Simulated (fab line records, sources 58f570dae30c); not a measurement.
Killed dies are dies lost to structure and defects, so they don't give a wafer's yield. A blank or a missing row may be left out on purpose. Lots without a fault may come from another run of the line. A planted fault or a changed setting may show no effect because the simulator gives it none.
One fault seen from 2 desks | flow berkeley_cmos170 | each desk has only its own numbers; what lay behind them comes last

THE METROLOGY DESK
What the gauges read, lot by lot, whatever tool the lot ran on: means of the sampled wafers that have a number. A lot is out of limits, marked OUT, if its mean lies more than 4 standard deviations from the usual mean; the brackets give that distance.
Columns: A = NWELL_OXIDE_THK at UCB170_NWELL_THK_MEAS_02, usual 26.7 nm; B = NWELL_OVL at UCB170_NWELL_OVL_MEAS_12, usual 1 nm; C = PWELL_OXIDE_THK at UCB170_PWELL_THK_MEAS_03, usual 24.7 nm; D = cd_nm at UCB170_ACTIVE_CD_MEAS_90, usual 1199.9 nm
lot  | first seen here | A              | B  | C    | D
L428 | day 2 08:43     | 27.0           | -1 | 24.8 | 1199.2
L430 | day 2 15:13     | 26.6           | 2  | 24.6 | 1200.3
L432 | day 3 01:17     | 26.5           | -3 | 24.9 | 1198.2
L433 | day 3 09:10     | 26.4           | 1  | 24.6 | 1198.3
L436 | day 3 15:35     | 27.1           | 2  | 25.2 | 1200.1
L435 | day 3 15:35     | 26.4           | 8  | 24.8 | 1200.2
L443 | day 5 06:40     | 18.6 (-17) OUT | -6 | 23.8 | 1198.2
L444 | day 5 13:12     | 19.2 (-16) OUT | 5  | 24.8 | 1201.5
L447 | day 6 02:04     | 26.6           | 3  | 25.4 | 1200.0
L446 | day 6 02:04     | 26.9           | 9  | 24.3 | 1201.0
L448 | day 6 10:09     | 26.9           | 5  | 25.0 | 1197.8
L449 | day 6 10:11     | 27.4           | 5  | 24.7 | 1199.4
L451 | day 6 20:20     | 27.2           | 4  | 24.5 | 1201.3
L450 | day 6 20:20     | 26.9           | -3 | 23.3 | 1197.9
This desk's finding: out of limits on L443, L444; first on L443, day 5 06:40 (NWELL_OXIDE_THK at UCB170_NWELL_THK_MEAS_02). In limits: L428, L430, L432, L433, L436, L435, L447, L446, L448, L449, L451, L450.

THE TOOL OWNER'S DESK: furnace-01
The tool's own readings at UCB170_NWELL_OXIDATION_01 (target thk 26.4 nm, ox time 1260 s): means of the sampled wafers that have a number, for each lot that ran on this tool. A lot is out of limits, marked OUT, if its mean lies more than 4 standard deviations from the usual mean; the brackets give that distance.
Columns: A = spike_tc_centre_C at UCB170_NWELL_OXIDATION_01, usual 1002.7 C
lot  | first seen here | A
L428 | day 2 07:22     | 1002.3
L435 | day 3 14:14     | 1001.6
L436 | day 3 14:14     | 1002.1
L443 | day 5 05:19     | 1003.0
L444 | day 5 11:50     | 1002.1
This desk's finding: nothing out of limits on any of the 5 lots.

PUT TOGETHER
The metrology desk could have raised an alarm at day 5 06:40, on L443, L444.
The tool owner's desk saw nothing out of limits.
The tool owner's desk has L443, L444 on record, within its limits.
Of the lots named, all ran UCB170_NWELL_OXIDATION_01 on furnace-01.

WHAT THE SIMULATOR HAD PUT IN
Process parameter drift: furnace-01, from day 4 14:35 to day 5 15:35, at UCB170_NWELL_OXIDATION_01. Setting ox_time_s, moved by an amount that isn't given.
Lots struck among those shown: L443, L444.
Hours from the fault's start to each desk's first reading out of limits: the metrology desk, 16.
